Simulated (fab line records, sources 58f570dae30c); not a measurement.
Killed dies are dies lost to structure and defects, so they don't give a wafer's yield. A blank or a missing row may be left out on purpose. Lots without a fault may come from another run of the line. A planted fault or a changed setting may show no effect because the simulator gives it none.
fab line records | flow berkeley_cmos170
record lots=7 wafers=21 last_day=12
route steps=331 shown V1@266 M2@271 M3@331
lots that met no fault: from a run of the same line without faults
start_h: hours from the record's first day to the start of the lot's first wafer shown | wait_h: hours since the lot's step before | " the same as in the row above | L1.1+2: a row that stands for several wafers | - no value, or no start given | * or withheld: withheld | < > ~ a bound
route shown NAME@n: a module of which the file shows steps, and the number in the route of the first | usual: mean/standard deviation of fault-free wafers | same: alike in all rows | chamber/n: place in a boat | sites: the reading at each site | _std_site: their standard deviation | _edge_site: outer sites' mean less inner sites' | radius_mm: how far each site lies from the wafer's centre | mask NAME#n: copy n | behind: the tool/chamber that last shaped the wafer | hold: why the lot was held/for how many hours/how that ended | device: the transistor (n, p or np) that didn't switch | end of line: the same wafers' tests at the end of the route | a step without rows: its recipe alone | killed: dies lost to structure and defects at the first sort, not the wafer's yield | map: a wafer's dies, x killed, . not, _ none there
set.NAME: the setting as run; set.NAME@STEP: as run at that earlier step | model.NAME: the simulator's own value behind a step, which no gauge read
lots at some steps of the route; a table a step, a row a wafer
services: from which hour (start_h, from the record's first day; less than 0 if before it) a tool's chamber was out of use, for how many hours, and why
## steps
# step UCB170_V1_CD_MEAS_12
# recipe target_cd_nm=700
# usual cd_nm=700.7/1.3
# columns lot.wafer tool chamber start_h wait_h cd_nm
L208.1 cd_sem-02 - 218.87 - 700.2
L208.3 " - " " 700.3
L208.6 " - " " 700.0
L207.2 cd_sem-02 - 219.09 - 698.8
L207.3 " - " " 697.8
L207.5 " - " " 698.0
L206.4 cd_sem-01 - 219.25 - 702.3
L206.5 " - " " 702.7
L206.6 " - " " 702.2
L209.1 cd_sem-01 - 244.32 - 701.1
L209.3 " - " " 701.7
L209.5 " - " " 699.8
L213.3 cd_sem-01 - 249.26 - 703.1
L213.4 " - " " 703.3
L213.5 " - " " 702.4
L217.1 cd_sem-02 - 270.04 - 702.2
L217.3 " - " " 700.7
L217.5 " - " " 702.0
L219.1 cd_sem-02 - 282.71 - 700.0
L219.4 " - " " 700.7
L219.5 " - " " 700.1
# step UCB170_V1_OVL_MEAS_13
# usual V1_OVL=0/5.1
# columns lot.wafer tool chamber start_h wait_h V1_OVL[nm]
L208.1 overlay-02 - 218.99 0.1 2
L208.3 " - " " 0
L208.6 " - " " 2
L207.2 overlay-02 - 219.20 0.1 2
L207.3 " - " " 10
L207.5 " - " " 2
L206.4 overlay-01 - 219.33 0.1 3
L206.5 " - " " 1
L206.6 " - " " -1
L209.1 overlay-01 - 244.44 0.1 11
L209.3 " - " " 9
L209.5 " - " " 8
L213.3 overlay-02 - 249.35 0.1 0
L213.4 " - " " 5
L213.5 " - " " -1
L217.1 overlay-02 - 270.16 0.1 2
L217.3 " - " " 3
L217.5 " - " " -3
L219.1 overlay-02 - 282.83 0.1 -4
L219.4 " - " " -4
L219.5 " - " " -8
# step UCB170_V1_ETCH_14
# recipe chemistry=CHF3/CF4/Ar target=SiO2 stop_on=Al CHF3_flow_sccm=45 cf4_flow_sccm=15 Ar_flow_sccm=150 pressure_mtorr=200 rf_w=700 target_depth_a=12500 over_etch_frac=0.25 time_s=291
# usual drypump_motor_current_A=5.7/0.45 oes_product_au=0.878/0.012 throttle_valve_pct=6.94/0.12
# columns lot.wafer tool chamber start_h wait_h drypump_motor_current_A oes_product_au rf_hours_counter_h throttle_valve_pct
L208.1 rie_diel-03 3 219.03 0.0 5.6 0.895 77 6.75
L208.3 " 1 " " 5.7 0.879 111 6.91
L208.6 " 2 " " 5.6 0.884 - 6.77
L207.2 rie_diel-01 2 219.23 0.0 6.2 0.859 10 6.89
L207.3 " 3 " " 5.8 0.882 3 6.96
L207.5 " 3 " " 5.8 0.883 - 6.97
L206.4 rie_diel-02 0 219.44 0.1 5.2 0.887 - 7.04
L206.5 " 2 " " 5.8 0.861 - 6.74
L206.6 " 1 " " 6.1 0.891 - 7.04
L209.1 rie_diel-02 1 244.47 0.0 6.1 0.883 115 7.03
L209.3 " 3 " " 4.7 0.873 37 7.07
L209.5 " 0 " " 5.2 0.880 - 7.04
L213.3 rie_diel-02 0 249.37 0.0 5.2 0.884 1 7.02
L213.4 " 2 " " 5.8 0.843 127 6.75
L213.5 " 0 " " 5.2 0.879 - 7.06
L217.1 rie_diel-03 0 270.20 0.0 5.0 0.867 58 7.10
L217.3 " 3 " " 5.6 0.904 80 6.74
L217.5 " 1 " " 5.6 0.890 - 6.90
L219.1 rie_diel-03 0 282.87 0.0 5.0 0.867 59 7.08
L219.4 " 0 " " 5.0 0.861 - 7.10
L219.5 " 3 " " 5.6 0.896 - 6.74
# step UCB170_V1_STRIP_15
# recipe chemistry=O2 power_w=400 pressure_mtorr=3500 platen_temp_c=withheld o2_flow_sccm=400 overash_fraction=0.5
# usual chamber_pressure_mTorr=3500/3.3 drypump_motor_current_A=5.7/0.5 o2_flow_sccm=399.9/1.3 oes_product_au=0.721/0.0043 strip_time_to_endpoint_s=15.36/0.14
# columns lot.wafer tool chamber start_h wait_h chamber_pressure_mTorr drypump_motor_current_A o2_flow_sccm oes_product_au rf_hours_counter_h strip_time_to_endpoint_s
L208.1 plasma_asher-03 1 219.21 0.1 3503 5.1 399.7 0.726 43 15.19
L208.3 " 1 " " 3502 5.1 400.0 0.730 - 15.30
L208.6 " 0 " " 3495 6.1 401.6 0.723 - 15.23
L207.2 plasma_asher-02 1 219.41 0.1 3499 4.9 400.1 0.720 45 15.45
L207.3 " 0 " " 3498 5.9 399.0 0.715 - 15.24
L207.5 " 0 " " 3500 5.8 399.2 0.720 - 15.27
L206.4 plasma_asher-04 1 219.56 0.0 3503 6.3 401.4 0.713 - 15.25
L206.5 " 1 " " 3492 6.3 399.5 0.720 - 15.19
L206.6 " 0 " " 3505 5.7 399.5 0.724 - 15.56
L209.1 plasma_asher-03 0 244.65 0.1 3503 6.1 399.1 0.717 46 15.49
L209.3 " 0 " " 3499 6.1 399.4 0.717 - 15.35
L209.5 " 0 " " 3493 6.2 400.3 0.716 - 15.13
L213.3 plasma_asher-04 1 249.58 0.1 3502 6.3 399.4 0.723 - 15.19
L213.4 " 0 " " 3502 5.8 400.7 0.716 - 15.32
L213.5 " 0 " " 3502 5.7 400.6 0.725 - 15.12
L217.1 plasma_asher-04 1 270.38 0.1 3506 6.2 398.6 0.720 55 15.63
L217.3 " 0 " " 3499 5.8 399.9 0.721 - 15.33
L217.5 " 0 " " 3504 5.7 398.9 0.718 - 15.39
L219.1 plasma_asher-04 1 283.04 0.1 3500 6.2 397.5 0.715 56 15.60
L219.4 " 1 " " 3509 6.2 396.6 0.720 - 15.55
L219.5 " 0 " " 3507 5.7 399.6 0.724 - 15.30
# step UCB170_V1_CD_MEAS_90
# recipe target_cd_nm=700
# usual cd_nm=700.6/1.5
# columns lot.wafer tool chamber start_h wait_h cd_nm
L208.1 cd_sem-02 - 219.31 0.1 699.5
L208.3 " - " " 700.7
L208.6 " - " " 700.6
L207.2 cd_sem-01 - 219.53 0.1 698.4
L207.3 " - " " 698.2
L207.5 " - " " 698.3
L206.4 cd_sem-02 - 219.69 0.1 702.8
L206.5 " - " " 703.1
L206.6 " - " " 701.8
L209.1 cd_sem-01 - 244.75 0.1 700.5
L209.3 " - " " 700.5
L209.5 " - " " 699.4
L213.3 cd_sem-01 - 249.69 0.1 702.4
L213.4 " - " " 702.7
L213.5 " - " " 701.1
L217.1 cd_sem-01 - 270.48 0.1 701.8
L217.3 " - " " 700.8
L217.5 " - " " 702.4
L219.1 cd_sem-01 - 283.14 0.1 700.2
L219.4 " - " " 699.9
L219.5 " - " " 699.9
# step UCB170_M2_PRE_CLEAN_00
# recipe gas=Ar preclean_etch_time_s=60
# step UCB170_M2_SPUTTER_01
# recipe material=Al target_thk_nm=900 time_s=120 power_w=6000 chamber_pressure_pa=0.5
# usual throttle_valve_pct=30.0/0.78
# columns lot.wafer tool chamber start_h wait_h throttle_valve_pct
L208.1 pvd_sputter-02 - 219.49 0.0 30.4
L208.3 " - " " 29.4
L208.6 " - " " 30.4
L207.2 pvd_sputter-01 - 219.70 0.0 30.2
L207.3 " - " " 29.4
L207.5 " - " " 29.3
L206.4 pvd_sputter-04 - 219.86 0.0 30.4
L206.5 " - " " 28.3
L206.6 " - " " 29.8
L209.1 pvd_sputter-02 - 244.94 0.0 30.1
L209.3 " - " " 29.4
L209.5 " - " " 30.2
L213.3 pvd_sputter-01 - 249.84 0.0 30.7
L213.4 " - " " 30.5
L213.5 " - " " 30.5
L217.1 pvd_sputter-04 - 270.66 0.0 31.1
L217.3 " - " " 30.6
L217.5 " - " " 28.6
L219.1 pvd_sputter-01 - 283.33 0.0 29.3
L219.4 " - " " 30.2
L219.5 " - " " 30.7
# step UCB170_M2_RS_MEAS_02
# recipe thk_meas_gauge=four-point-probe reads=Al_of_M2_SPUTTER_01
# usual M2_AL_RS=0.0321/0.00041
# columns lot.wafer tool chamber start_h wait_h M2_AL_RS[ohm/sq]
L208.1 film_metro-04 - 219.58 0.0 0.0324
L208.3 " - " " 0.0322
L208.6 " - " " 0.0326
L207.2 film_metro-01 - 219.80 0.1 0.0323
L207.3 " - " " 0.0326
L207.5 " - " " 0.0324
L206.4 film_metro-04 - 219.96 0.1 0.0321
L206.5 " - " " 0.0317
L206.6 " - " " 0.0322
L209.1 film_metro-03 - 245.02 0.0 0.0332
L209.3 " - " " 0.0322
L209.5 " - " " 0.0331
L213.3 film_metro-01 - 249.96 0.1 0.0317
L213.4 " - " " 0.0324
L213.5 " - " " 0.0323
L217.1 film_metro-01 - 270.75 0.0 0.0317
L217.3 " - " " 0.0309
L217.5 " - " " 0.0311
L219.1 film_metro-01 - 283.41 0.0 0.0322
L219.4 " - " " 0.0322
L219.5 " - " " 0.0322
# step UCB170_M2_THK_MEAS_03
# recipe thk_meas_gauge=xrf reads=Al_of_M2_SPUTTER_01
# usual M2_AL_THK=883/12
# columns lot.wafer tool chamber start_h wait_h M2_AL_THK[nm]
L208.1 film_metro-04 - 219.70 0.1 879
L208.3 " - " " 888
L208.6 " - " " 880
L207.2 film_metro-01 - 219.91 0.1 875
L207.3 " - " " 866
L207.5 " - " " 870
L206.4 film_metro-04 - 220.05 0.1 893
L206.5 " - " " 898
L206.6 " - " " 888
L209.1 film_metro-03 - 245.14 0.1 854
L209.3 " - " " 881
L209.5 " - " " 856
L213.3 film_metro-01 - 250.06 0.1 896
L213.4 " - " " 874
L213.5 " - " " 878
L217.1 film_metro-01 - 270.87 0.1 892
L217.3 " - " " 913
L217.5 " - " " 911
L219.1 film_metro-01 - 283.53 0.1 875
L219.4 " - " " 881
L219.5 " - " " 881
# step UCB170_M2_HMDS_04
# recipe prime_time_s=60 prime_temp_c=100
# step UCB170_M2_COAT_05
# recipe resist=KrF spin_rpm=1500 resist_thk_nm=900
# step UCB170_M2_SOFTBAKE_06
# recipe resist=KrF temp_c=130 time_s=60
# step UCB170_M2_STRIP_07
# recipe chemistry=O2 power_w=400 pressure_mtorr=3500 platen_temp_c=withheld o2_flow_sccm=400 overash_fraction=0.5
# usual chamber_pressure_mTorr=3500/3.2 drypump_motor_current_A=5.6/0.5 o2_flow_sccm=400.0/1.8 oes_product_au=0.735/0.0046 strip_time_to_endpoint_s=21.99/0.068
# columns lot.wafer tool chamber start_h wait_h chamber_pressure_mTorr drypump_motor_current_A o2_flow_sccm oes_product_au rf_hours_counter_h strip_time_to_endpoint_s model.KrF_of_M2_COAT_05.thk_nm
L208.1 plasma_asher-01 0 220.52 0.1 3504 6.0 399.5 0.739 11 21.97 0
L208.3 " 1 " " 3500 5.9 399.9 0.741 - 21.93 0
L208.6 " 1 " " 3498 5.9 401.0 0.728 - 22.00 0
L207.2 plasma_asher-03 0 220.77 0.1 - - - - - - 898.4
L207.3 " 1 " " - - - - - - 899.3
L207.5 " 1 " " - - - - - - 901.1
L206.4 plasma_asher-03 0 221.25 0.1 - - - - - - 895.1
L206.5 " 0 " " - - - - - - 896.9
L206.6 " 1 " " - - - - - - 900
L209.1 plasma_asher-01 0 245.65 0.1 - - - - - - 897.1
L209.3 " 1 " " - - - - - - 898.7
L209.5 " 1 " " - - - - - - 898
L213.3 plasma_asher-03 1 251.05 0.1 3498 5.1 399.8 0.738 - 22.00 0
L213.4 " 0 " " 3498 6.2 416.3 0.735 - 21.97 0
L213.5 " 1 " " 3504 5.1 399.4 0.735 - 21.94 0
L217.1 plasma_asher-02 1 271.38 0.1 3500 4.8 399.6 0.729 51 21.99 0
L217.3 " 0 " " 3500 5.9 398.8 0.731 - 22.02 0
L217.5 " 0 " " 3503 5.9 400.9 0.743 - 21.98 0
L219.1 plasma_asher-03 0 284.04 0.1 3502 6.2 402.0 0.733 50 21.91 0
L219.4 " 1 " " 3498 5.1 399.4 0.737 - 22.00 0
L219.5 " 0 " " 3496 6.2 401.1 0.738 - 21.97 0
# step UCB170_M2_STRIP_08
# recipe chemistry=DMSO temp_c=80 time_s=600 material=KrF
# step UCB170_M3_PROBE_99
# columns lot.wafer tool chamber start_h wait_h model.etest.diode_nwell_sub.leak_log10_a_cm2 model.etest.diode_nplus_pwell.leak_log10_a_cm2 model.etest.diode_nplus_comb.leak_log10_a_cm2 model.etest.contact_diode_array.leak_log10_a model.etest.diode_pplus_nwell.leak_log10_a_cm2 model.etest.diode_pplus_comb.leak_log10_a_cm2 model.etest.select_edge_diode_n.leak_log10_a model.etest.select_edge_diode_p.leak_log10_a
L208.1 prober-02 - 229.57 0.1 -7.385 -7.633 -7.49 -11.51 -7.589 -7.464 -12.2 -12.23
L208.3 prober-02 - 229.67 0.2 -7.078 -7.686 -7.519 -11.41 -7.397 -7.178 -12.12 -11.88
L208.6 prober-02 - 229.82 0.2 -7.354 -7.975 -7.768 -11.76 -7.626 -7.34 -12.35 -11.98
L207.2 prober-01 - 229.89 0.1 -7.392 -7.675 -7.805 -11.58 -7.409 -7.081 -12.28 -11.91
L207.3 prober-01 - 229.94 0.2 -7.433 -7.771 -7.608 -11.55 -7.449 -7.131 -12.14 -12.1
L207.5 prober-01 - 230.04 0.2 -7.426 -7.844 -7.479 -11.61 -7.117 -7.32 -12.08 -12.1
L206.4 prober-02 - 231.20 0.2 -6.252 -6.562 -6.917 -10.68 -6.872 -6.459 -11.73 -11.39
L206.5 prober-02 - 231.25 0.2 -6.275 -6.985 -6.928 -10.91 -6.974 -6.595 -11.68 -11.54
L206.6 prober-02 - 231.30 0.2 -6.541 -6.889 -6.742 -10.87 -6.667 -6.498 -11.61 -11.4
L209.1 prober-01 - 255.89 0.1 -6.4 -6.8 -6.885 -10.79 -6.718 -6.561 -11.56 -11.42
L209.3 prober-01 - 255.99 0.2 -6.209 -6.827 -6.666 -10.86 -6.786 -6.364 -11.38 -11.37
L209.5 prober-01 - 256.09 0.2 -6.489 -6.792 -6.718 -10.63 -6.747 -6.718 -11.56 -11.71
L213.3 prober-01 - 260.53 0.2 -7.22 -7.594 -7.399 -11.55 -7.447 -7.395 -11.92 -12.16
L213.4 prober-01 - 260.58 0.2 -7.416 -7.71 -7.54 -11.56 -7.607 -7.282 -12.04 -12.21
L213.5 prober-01 - 260.63 0.2 -7.378 -8.103 -7.476 -11.82 -7.479 -7.205 -12.08 -12.1
L217.1 prober-01 - 278.61 0.1 -7.772 -7.638 -7.612 -11.48 -7.773 -7.452 -12.21 -12.11
L217.3 prober-01 - 278.71 0.2 -7.137 -7.793 -7.506 -11.43 -7.251 -7.16 -12.13 -11.96
L217.5 prober-01 - 278.81 0.2 -7.221 -7.754 -7.495 -11.61 -7.551 -7.09 -12.02 -11.92
L219.1 prober-01 - 293.58 0.1 -7.559 -7.575 -7.405 -11.41 -7.428 -7.12 -12.11 -12.05
L219.4 prober-01 - 293.73 0.2 -7.283 -7.751 -7.615 -11.65 -7.352 -7.005 -12.06 -11.7
L219.5 prober-01 - 293.78 0.2 -7.261 -7.457 -7.437 -11.45 -7.395 -7.288 -12.03 -12.13
# killed by level:class
L208.1 M2:geometric_particle:short=2 V2:geometric_particle:short=1
L208.3 CONTACT:geometric_particle:open=1 V1:geometric_particle:open=1
L208.6 WELLDRIVE:geometric_particle:short=1 FIELD:geometric_particle:short=1 GATE:geometric_particle:short=1 M2:geometric_particle:open=1
L207.2
L207.3 START:geometric_particle:short=1 SCREENOX:geometric_particle:short=1 SCREENOX:geometric_particle:open=1 GATE:geometric_particle:short=1 SILICIDE:geometric_particle:open=1
L207.5 GATE:geometric_particle:short=1 SILICIDE:geometric_particle:open=1 V2:geometric_particle:short=1
L209.1 GATE:geometric_particle:open=1 CONTACT:geometric_particle:short=1 M1:geometric_particle:short=1
L209.3 GATE:geometric_particle:open=1 M2:geometric_particle:short=1
L209.5 FIELD:geometric_particle:open=1
L213.3 SCREENOX:geometric_particle:open=1 SILICIDE:geometric_particle:open=1 SILICIDE:geometric_particle:short=1
L213.4 START:geometric_particle:open=1 SILICIDE:geometric_particle:short=1 M1:coat_microbubble_printed=1
L217.1 GATE:geometric_particle:open=1
L217.3 SCREENOX:geometric_particle:short=1 V1:geometric_particle:short=1
L217.5 WELLDRIVE:geometric_particle:open=2 FIELD:geometric_particle:open=2 M2:geometric_particle:open=1
L219.4 SACOX:geometric_particle:short=1 GATE:geometric_particle:open=1 SILICIDE:geometric_particle:short=1
L219.5 GATE:geometric_particle:open=2
## services
# columns tool chamber start_h hours kind
rie_diel-03 1 195.41 6.4 repair
rie_diel-02 3 199.10 6.4 repair
plasma_asher-02 - 202.57 0.9 repair
rie_diel-02 3 208.87 11.3 repair
pvd_sputter-02 - 212.16 1.3 repair
rie_diel-01 3 219.54 2.0 repair
plasma_asher-02 - 219.56 1.9 repair
rie_diel-02 0 220.96 - clean
rie_diel-02 0 220.96 14.0 scheduled_down
rie_diel-02 0 220.96 14.0 vent_cycle
pvd_sputter-04 - 224.17 1.5 repair
plasma_asher-03 - 225.32 1.9 repair
rie_diel-01 - 233.41 0.3 repair
plasma_asher-04 - 233.98 8.0 repair
plasma_asher-02 - 239.02 1.0 repair
rie_diel-01 0 264.94 - clean
rie_diel-01 0 264.94 24.4 scheduled_down
rie_diel-01 0 264.94 24.4 vent_cycle
rie_diel-03 2 265.34 - clean
rie_diel-03 2 265.34 21.0 scheduled_down
rie_diel-03 2 265.34 21.0 vent_cycle
rie_diel-02 - 271.46 0.9 repair
rie_diel-03 3 271.65 7.4 repair
pvd_sputter-04 - 282.95 2.9 repair
## key
first_sign step=UCB170_M2_STRIP_07 reading=tool_record direction=missing
effect none on later readings
model_effect step=UCB170_M2_STRIP_07 value=KrF_of_M2_COAT_05.thk_nm without=0 struck=898.3
model_effect step=UCB170_M3_PROBE_99 value=etest.diode_nwell_sub.leak_log10_a_cm2 without=-7.488 struck=-6.713
met_at UCB170_M2_STRIP_07
struck_wafers L206.4,L206.5,L206.6,L207.2,L207.3,L207.5,L209.1,L209.3,L209.5
sort_left_out L206.4,L206.5,L206.6
tester_left_out L206,L209
onset_between 220.52 220.77
earlier_fault kind=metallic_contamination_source tool=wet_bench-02 chamber=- onset_h=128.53 steps=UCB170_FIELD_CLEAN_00 rate_cm2_per_visit=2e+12 species=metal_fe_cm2
fault kind=skipped_step_whole tool=plasma_asher-01,plasma_asher-03 chamber=- onset_h=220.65 steps=UCB170_M2_STRIP_07 scope=struck_lots_only
# tester_left_out: of these lots the tester's yield and bins aren't shown, on N5 and GAA mostly nor the transistor test; their killed dies are dies lost to structure and defects alone, not to doping, threshold or leakage, so they don't give the yield
# sort_left_out: the simulated sort isn't trusted on such a fault, so these wafers' sort isn't shown, and their yield isn't known
